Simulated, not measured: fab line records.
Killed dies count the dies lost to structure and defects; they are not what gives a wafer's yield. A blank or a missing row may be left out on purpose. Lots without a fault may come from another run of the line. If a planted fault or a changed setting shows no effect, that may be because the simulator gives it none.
Which tool was responsible? :: flow berkeley_cmos170 :: Sampling: 14 lots, 42 wafers, 3 of 331 route steps

## WHAT THE GAUGES READ, wafer by wafer
UCB170_PVT_TW_MEAS_09. Usual: PVT_TW typically reads 503.8, with standard deviation 2.7.
lot: L885
measured: day 6 15:12
on: film_metro-04
PVT_TW: 503.1 501.9 503.4
flag: 

lot: L887
measured: day 7 14:35
on: film_metro-01
PVT_TW: 503.9 502.2 503.4
flag: 

lot: L890
measured: day 7 15:25
on: film_metro-03
PVT_TW: 503.6 505.9 505.2
flag: 

lot: L891
measured: day 7 14:38
on: film_metro-03
PVT_TW: 505.7 506.6 503.7
flag: 

lot: L892
measured: day 8 06:44
on: film_metro-04
PVT_TW: 506.1 503.5 505.4
flag: 

lot: L893
measured: day 8 06:28
on: film_metro-03
PVT_TW: 506.9 503.8 504.3
flag: 

lot: L894
measured: day 8 06:10
on: film_metro-04
PVT_TW: 505.9 502.6 503.5
flag: 

lot: L900
measured: day 9 19:04
on: film_metro-04
PVT_TW: 504.3 503.5 501.7
flag: 

lot: L902
measured: day 9 19:32
on: film_metro-04
PVT_TW: 503.1 502.0 503.2
flag: 

lot: L903
measured: day 9 19:47
on: film_metro-04
PVT_TW: 503.9 501.2 502.7
flag: 

lot: L907
measured: day 10 21:46
on: film_metro-03
PVT_TW: 504.9 502.6 501.1
flag: 

lot: L908
measured: day 11 01:22
on: film_metro-04
PVT_TW: 503.3 502.4 504.9
flag: 

## EACH LOT AND THE TOOL THAT RAN IT (in order: tool; ch and the chambers of the sampled wafers; start)
lot: L885
UCB170_NWELL_WET_ETCH_00: wet_bench-02 ch 2, day 1 22:33
UCB170_PWELL_ETCH_14: rie_diel-04 ch 0,3, day 3 07:54

lot: L887
UCB170_NWELL_WET_ETCH_00: wet_bench-02 ch 0, day 2 08:39
UCB170_PWELL_ETCH_14: rie_diel-01 ch 1,2,3, day 4 04:01

lot: L890
UCB170_NWELL_WET_ETCH_00: wet_bench-02 ch 1, day 2 22:40
UCB170_PWELL_ETCH_14: rie_diel-01 ch 0,2,3, day 4 12:54

lot: L891
UCB170_NWELL_WET_ETCH_00: wet_bench-04 ch 3, day 3 04:41
UCB170_PWELL_ETCH_14: rie_diel-03 ch 1,2, day 4 12:55

lot: L892
UCB170_NWELL_WET_ETCH_00: wet_bench-04 ch 1, day 3 10:46
UCB170_PWELL_ETCH_14: rie_diel-01 ch 2,3, day 5 09:34

lot: L893
UCB170_NWELL_WET_ETCH_00: wet_bench-04 ch 3, day 3 10:46
UCB170_PWELL_ETCH_14: rie_diel-04 ch 0,1,2, day 5 09:39

lot: L894
UCB170_NWELL_WET_ETCH_00: wet_bench-01 ch 0, day 3 21:41
UCB170_PWELL_ETCH_14: rie_diel-03 ch 1,3, day 5 09:50

lot: L898
UCB170_NWELL_WET_ETCH_00: wet_bench-01 ch 2, day 4 12:17
UCB170_PWELL_ETCH_14: -

lot: L899
UCB170_NWELL_WET_ETCH_00: wet_bench-04 ch 0, day 4 18:05
UCB170_PWELL_ETCH_14: -

lot: L900
UCB170_NWELL_WET_ETCH_00: wet_bench-02 ch 1, day 5 05:43
UCB170_PWELL_ETCH_14: rie_diel-04 ch 1,2,3, day 6 22:17

lot: L902
UCB170_NWELL_WET_ETCH_00: wet_bench-01 ch 1, day 5 14:10
UCB170_PWELL_ETCH_14: rie_diel-03 ch 0,1, day 6 22:14

lot: L903
UCB170_NWELL_WET_ETCH_00: wet_bench-01 ch 3, day 5 18:09
UCB170_PWELL_ETCH_14: rie_diel-04 ch 1,2,3, day 6 22:57

lot: L907
UCB170_NWELL_WET_ETCH_00: wet_bench-01 ch 3, day 6 07:38
UCB170_PWELL_ETCH_14: rie_diel-03 ch 0,2,3, day 7 18:53

lot: L908
UCB170_NWELL_WET_ETCH_00: wet_bench-04 ch 3, day 6 20:22
UCB170_PWELL_ETCH_14: rie_diel-01 ch 0,1,3, day 8 09:02
- UCB170_NWELL_WET_ETCH_00: etches SiO2 in dHF, time 200 s.
- UCB170_PWELL_ETCH_14: etches Si3N4 in CH3F/Ar/O2, stops on SiO2, target depth 242 nm, time 151 s.

## WHAT THE TOOLS THEMSELVES READ (means of the sampled wafers that have a number; where no wafer has one, the mark that the record gives instead)
UCB170_NWELL_WET_ETCH_00. Usual: bath_heat_duty_pct 6.2 %, standard deviation 0.86; run_length_s 225.7 s, standard deviation 1.3.
lot: L885
tool: wet_bench-02
bath_heat_duty_pct (%): 6.0
run_length_s (s): 224.1
flag: 

lot: L887
tool: wet_bench-02
bath_heat_duty_pct (%): 7.0
run_length_s (s): 226.5
flag: 

lot: L890
tool: wet_bench-02
bath_heat_duty_pct (%): 5.1
run_length_s (s): 224.7
flag: 

lot: L891
tool: wet_bench-04
bath_heat_duty_pct (%): 5.7
run_length_s (s): 227.2
flag: 

lot: L892
tool: wet_bench-04
bath_heat_duty_pct (%): 4.7
run_length_s (s): 225.8
flag: 

lot: L893
tool: wet_bench-04
bath_heat_duty_pct (%): 6.4
run_length_s (s): 226.2
flag: 

lot: L894
tool: wet_bench-01
bath_heat_duty_pct (%): 6.9
run_length_s (s): 228.3
flag: 

lot: L898
tool: wet_bench-01
bath_heat_duty_pct (%): -
run_length_s (s): -
flag: OFF

lot: L899
tool: wet_bench-04
bath_heat_duty_pct (%): -
run_length_s (s): -
flag: OFF

lot: L900
tool: wet_bench-02
bath_heat_duty_pct (%): 5.3
run_length_s (s): 224.4
flag: 

lot: L902
tool: wet_bench-01
bath_heat_duty_pct (%): 5.5
run_length_s (s): 224.6
flag: 

lot: L903
tool: wet_bench-01
bath_heat_duty_pct (%): 6.7
run_length_s (s): 225.6
flag: 

lot: L907
tool: wet_bench-01
bath_heat_duty_pct (%): 6.6
run_length_s (s): 225.1
flag: 

lot: L908
tool: wet_bench-04
bath_heat_duty_pct (%): 5.8
run_length_s (s): 225.8
flag: 

UCB170_PWELL_ETCH_14. Usual: CH3F_flow_sccm 20.00 sccm, standard deviation 0.058; O2_flow_sccm 6.998 sccm, standard deviation 0.02; chamber_pressure_mTorr 50.00 mTorr, standard deviation 0.05; drypump_motor_current_A 5.6 A, standard deviation 0.38; oes_product_au 0.944 a.u., standard deviation 0.014; rf_fwd_power_W 448.1 W, standard deviation 1.5; throttle_valve_pct 8.15 %, standard deviation 0.13.
lot: L885
tool: rie_diel-04
CH3F_flow_sccm (sccm): 20.04
O2_flow_sccm (sccm): 6.997
chamber_pressure_mTorr (mTorr): 50.01
drypump_motor_current_A (A): 5.8
oes_product_au (a.u.): 0.941
rf_fwd_power_W (W): 448.3
throttle_valve_pct (%): 8.05
flag: 

lot: L887
tool: rie_diel-01
CH3F_flow_sccm (sccm): 19.97
O2_flow_sccm (sccm): 6.999
chamber_pressure_mTorr (mTorr): 50.06
drypump_motor_current_A (A): 5.4
oes_product_au (a.u.): 0.935
rf_fwd_power_W (W): 447.5
throttle_valve_pct (%): 8.10
flag: 

lot: L890
tool: rie_diel-01
CH3F_flow_sccm (sccm): 19.99
O2_flow_sccm (sccm): 7.010
chamber_pressure_mTorr (mTorr): 49.98
drypump_motor_current_A (A): 5.6
oes_product_au (a.u.): 0.941
rf_fwd_power_W (W): 447.4
throttle_valve_pct (%): 8.20
flag: 

lot: L891
tool: rie_diel-03
CH3F_flow_sccm (sccm): 20.00
O2_flow_sccm (sccm): 6.987
chamber_pressure_mTorr (mTorr): 50.02
drypump_motor_current_A (A): 5.1
oes_product_au (a.u.): 0.933
rf_fwd_power_W (W): 448.0
throttle_valve_pct (%): 8.25
flag: 

lot: L892
tool: rie_diel-01
CH3F_flow_sccm (sccm): 19.95
O2_flow_sccm (sccm): 6.976
chamber_pressure_mTorr (mTorr): 50.01
drypump_motor_current_A (A): 5.5
oes_product_au (a.u.): 0.946
rf_fwd_power_W (W): 447.3
throttle_valve_pct (%): 8.23
flag: 

lot: L893
tool: rie_diel-04
CH3F_flow_sccm (sccm): 19.99
O2_flow_sccm (sccm): 7.006
chamber_pressure_mTorr (mTorr): 50.02
drypump_motor_current_A (A): 5.6
oes_product_au (a.u.): 0.944
rf_fwd_power_W (W): 449.1
throttle_valve_pct (%): 8.04
flag: 

lot: L894
tool: rie_diel-03
CH3F_flow_sccm (sccm): 19.94
O2_flow_sccm (sccm): 7.011
chamber_pressure_mTorr (mTorr): 49.97
drypump_motor_current_A (A): 6.0
oes_product_au (a.u.): 0.958
rf_fwd_power_W (W): 448.9
throttle_valve_pct (%): 8.24
flag: 

lot: L900
tool: rie_diel-04
CH3F_flow_sccm (sccm): 20.03
O2_flow_sccm (sccm): 7.013
chamber_pressure_mTorr (mTorr): 50.01
drypump_motor_current_A (A): 5.7
oes_product_au (a.u.): 0.946
rf_fwd_power_W (W): 448.3
throttle_valve_pct (%): 8.09
flag: 

lot: L902
tool: rie_diel-03
CH3F_flow_sccm (sccm): 20.12
O2_flow_sccm (sccm): 6.989
chamber_pressure_mTorr (mTorr): 50.02
drypump_motor_current_A (A): 5.6
oes_product_au (a.u.): 0.938
rf_fwd_power_W (W): 447.1
throttle_valve_pct (%): 8.15
flag: 

lot: L903
tool: rie_diel-04
CH3F_flow_sccm (sccm): 20.03
O2_flow_sccm (sccm): 6.985
chamber_pressure_mTorr (mTorr): 50.03
drypump_motor_current_A (A): 5.7
oes_product_au (a.u.): 0.936
rf_fwd_power_W (W): 447.6
throttle_valve_pct (%): 8.09
flag: 

lot: L907
tool: rie_diel-03
CH3F_flow_sccm (sccm): 20.02
O2_flow_sccm (sccm): 6.996
chamber_pressure_mTorr (mTorr): 49.95
drypump_motor_current_A (A): 5.5
oes_product_au (a.u.): 0.946
rf_fwd_power_W (W): 448.0
throttle_valve_pct (%): 8.18
flag: 

lot: L908
tool: rie_diel-01
CH3F_flow_sccm (sccm): 19.96
O2_flow_sccm (sccm): 6.982
chamber_pressure_mTorr (mTorr): 50.02
drypump_motor_current_A (A): 5.5
oes_product_au (a.u.): 0.968
rf_fwd_power_W (W): 448.4
throttle_valve_pct (%): 8.21
flag: 

## THE ANSWER, worked out from the rows above alone
Rule: a lot is off if the mean of its wafers that have a number lies more than 3 standard deviations from the usual mean. Also off: a lot with no number at a reading for which 4 or more lots have one. Any other lot the step has rows for is counted as sound. After the gauges, taken in route order, come the tools' own readings; for these a lot's mean is taken, as printed above. The first step at which some lot is off is used, and at that step the reading that is off furthest; a lot without a number counts as furthest.
Off at UCB170_NWELL_WET_ETCH_00 (bath_heat_duty_pct): L898, L899. Without a number there: L898, L899.
If a tool, at that step or one of the process steps before it, ran each lot that is off and ran no sound lot following the first of them, it fits. None of those tried fits.

## WHAT WAS PUT IN BY THE SIMULATOR
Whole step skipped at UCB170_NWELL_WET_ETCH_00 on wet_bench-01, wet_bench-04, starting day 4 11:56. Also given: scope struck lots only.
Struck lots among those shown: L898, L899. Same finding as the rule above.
